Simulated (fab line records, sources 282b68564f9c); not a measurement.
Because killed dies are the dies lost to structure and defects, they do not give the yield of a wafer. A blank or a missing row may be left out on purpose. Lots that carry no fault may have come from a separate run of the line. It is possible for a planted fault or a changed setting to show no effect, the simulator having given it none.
Which tool is to blame? / flow rit cmos / 14 lots, 42 wafers sampled, at 2 steps of a route of 202

== WHAT THE GAUGES SHOWED, per wafer ==
RIT_GATE_THK_MEAS_09. Usual: GATE_POLY_THK gives 249.9 nm (standard deviation 2.3).
lot=L254; measured=day 2 20:28; on=film metro-02; GATE_POLY_THK (nm)=247.9 250.4 248.6; flag=
lot=L255; measured=day 3 02:23; on=film metro-01; GATE_POLY_THK (nm)=246.9 247.6 251.1; flag=
lot=L256; measured=day 3 02:23; on=film metro-02; GATE_POLY_THK (nm)=246.4 246.7 245.0; flag=
lot=L257; measured=day 3 09:43; on=film metro-01; GATE_POLY_THK (nm)=251.8 252.7 251.4; flag=
lot=L258; measured=day 3 09:41; on=film metro-02; GATE_POLY_THK (nm)=252.2 251.5 253.2; flag=
lot=L259; measured=day 3 13:41; on=film metro-01; GATE_POLY_THK (nm)=246.3 246.8 246.5; flag=
lot=L260; measured=day 3 22:44; on=film metro-02; GATE_POLY_THK (nm)=249.3 248.5 250.9; flag=
lot=L261; measured=day 4 02:17; on=film metro-01; GATE_POLY_THK (nm)=248.1 248.5 249.1; flag=
lot=L262; measured=day 4 05:38; on=film metro-04; GATE_POLY_THK (nm)=251.7 249.3 251.9; flag=
lot=L263; measured=day 4 14:05; on=film metro-02; GATE_POLY_THK (nm)=353.4 353.5 355.7; flag=OFF
lot=L264; measured=day 4 18:08; on=film metro-01; GATE_POLY_THK (nm)=360.8 357.5 359.8; flag=OFF
lot=L270; measured=day 6 01:01; on=film metro-04; GATE_POLY_THK (nm)=250.6 250.5 251.2; flag=
lot=L273; measured=day 6 13:07; on=film metro-01; GATE_POLY_THK (nm)=248.3 247.9 248.6; flag=
lot=L277; measured=day 7 11:08; on=film metro-01; GATE_POLY_THK (nm)=251.2 252.0 250.3; flag=

== TOOL THAT RAN EACH LOT (tool first, then ch and the chambers of the sampled wafers, then the start) ==
lot=L254; RIT_GATE_CVD_08=lpcvd-01 ch 0, day 2 18:51
lot=L255; RIT_GATE_CVD_08=lpcvd-01 ch 0, day 3 00:46
lot=L256; RIT_GATE_CVD_08=lpcvd-01 ch 0, day 3 00:46
lot=L257; RIT_GATE_CVD_08=lpcvd-01 ch 1, day 3 08:04
lot=L258; RIT_GATE_CVD_08=lpcvd-01 ch 1, day 3 08:04
lot=L259; RIT_GATE_CVD_08=lpcvd-01 ch 1, day 3 12:04
lot=L260; RIT_GATE_CVD_08=lpcvd-01 ch 0, day 3 21:07
lot=L261; RIT_GATE_CVD_08=lpcvd-01 ch 1, day 4 00:38
lot=L262; RIT_GATE_CVD_08=lpcvd-01 ch 0, day 4 04:01
lot=L263; RIT_GATE_CVD_08=lpcvd-01 ch 1, day 4 12:28
lot=L264; RIT_GATE_CVD_08=lpcvd-01 ch 1, day 4 16:31
lot=L270; RIT_GATE_CVD_08=lpcvd-02 ch 0, day 5 23:23
lot=L273; RIT_GATE_CVD_08=lpcvd-02 ch 1, day 6 11:30
lot=L277; RIT_GATE_CVD_08=lpcvd-01 ch 1, day 7 09:31
- RIT_GATE_CVD_08: deposits poly-Si from SiH4, target thk 250 nm, time 2220 s.

== WHAT THE TOOLS THEMSELVES READ (means of the sampled wafers that have a number; where no wafer has one, the mark that the record gives instead) ==
RIT_GATE_CVD_08. Usual: spike tc centre C 612.2 C, standard deviation 1; spike tc load C 630.6 C, standard deviation 1.8; spike tc source C 628.5 C, standard deviation 2.1; susceptor temp C 609.9 C, standard deviation 0.32.
lot=L254; tool=lpcvd-01; spike tc centre C (C)=612.3; spike tc load C (C)=628.9; spike tc source C (C)=631.3; susceptor temp C (C)=610.0; flag=
lot=L255; tool=lpcvd-01; spike tc centre C (C)=612.9; spike tc load C (C)=628.0; spike tc source C (C)=630.7; susceptor temp C (C)=610.4; flag=
lot=L256; tool=lpcvd-01; spike tc centre C (C)=611.5; spike tc load C (C)=628.2; spike tc source C (C)=629.8; susceptor temp C (C)=609.9; flag=
lot=L257; tool=lpcvd-01; spike tc centre C (C)=612.0; spike tc load C (C)=632.3; spike tc source C (C)=626.9; susceptor temp C (C)=610.5; flag=
lot=L258; tool=lpcvd-01; spike tc centre C (C)=611.7; spike tc load C (C)=631.7; spike tc source C (C)=626.7; susceptor temp C (C)=609.7; flag=
lot=L259; tool=lpcvd-01; spike tc centre C (C)=611.9; spike tc load C (C)=632.2; spike tc source C (C)=626.4; susceptor temp C (C)=609.8; flag=
lot=L260; tool=lpcvd-01; spike tc centre C (C)=613.4; spike tc load C (C)=629.4; spike tc source C (C)=630.5; susceptor temp C (C)=610.0; flag=
lot=L261; tool=lpcvd-01; spike tc centre C (C)=612.6; spike tc load C (C)=632.0; spike tc source C (C)=627.4; susceptor temp C (C)=610.6; flag=
lot=L262; tool=lpcvd-01; spike tc centre C (C)=612.6; spike tc load C (C)=629.2; spike tc source C (C)=630.8; susceptor temp C (C)=610.0; flag=
lot=L263; tool=lpcvd-01; spike tc centre C (C)=626.5; spike tc load C (C)=646.5; spike tc source C (C)=642.0; susceptor temp C (C)=624.6; flag=OFF
lot=L264; tool=lpcvd-01; spike tc centre C (C)=626.7; spike tc load C (C)=647.8; spike tc source C (C)=641.3; susceptor temp C (C)=624.5; flag=OFF
lot=L270; tool=lpcvd-02; spike tc centre C (C)=612.8; spike tc load C (C)=629.3; spike tc source C (C)=627.5; susceptor temp C (C)=610.0; flag=
lot=L273; tool=lpcvd-02; spike tc centre C (C)=610.8; spike tc load C (C)=632.6; spike tc source C (C)=631.2; susceptor temp C (C)=609.8; flag=
lot=L277; tool=lpcvd-01; spike tc centre C (C)=612.1; spike tc load C (C)=632.3; spike tc source C (C)=626.2; susceptor temp C (C)=610.3; flag=

== THE ANSWER, worked out from the rows above alone ==
Rule: lot off if the mean of its wafers having a number is beyond 3 standard deviations from the usual mean. Also off: a lot with no number at a reading for which 4 or more lots have one. The other lots that the step has rows for count as sound. The gauges are gone through in route order, then the tools' own readings, and for those a lot's mean is taken as printed above. At the first step where some lot is off, the reading lying furthest off is the one used; lots without a number count as furthest.
Off: at RIT_GATE_THK_MEAS_09 (GATE_POLY_THK), L263, L264.
A tool fits if, at a process step before that reading, it ran every lot that is off, and no sound lot after the first of them. The gauges at RIT_GATE_THK_MEAS_09 aren't tried: what is off there is off at RIT_GATE_CVD_08 too, on other tools, and a gauge's error can't cause that. Of those tried, none fits.

== WHAT HAD BEEN PUT IN BY THE SIMULATOR ==
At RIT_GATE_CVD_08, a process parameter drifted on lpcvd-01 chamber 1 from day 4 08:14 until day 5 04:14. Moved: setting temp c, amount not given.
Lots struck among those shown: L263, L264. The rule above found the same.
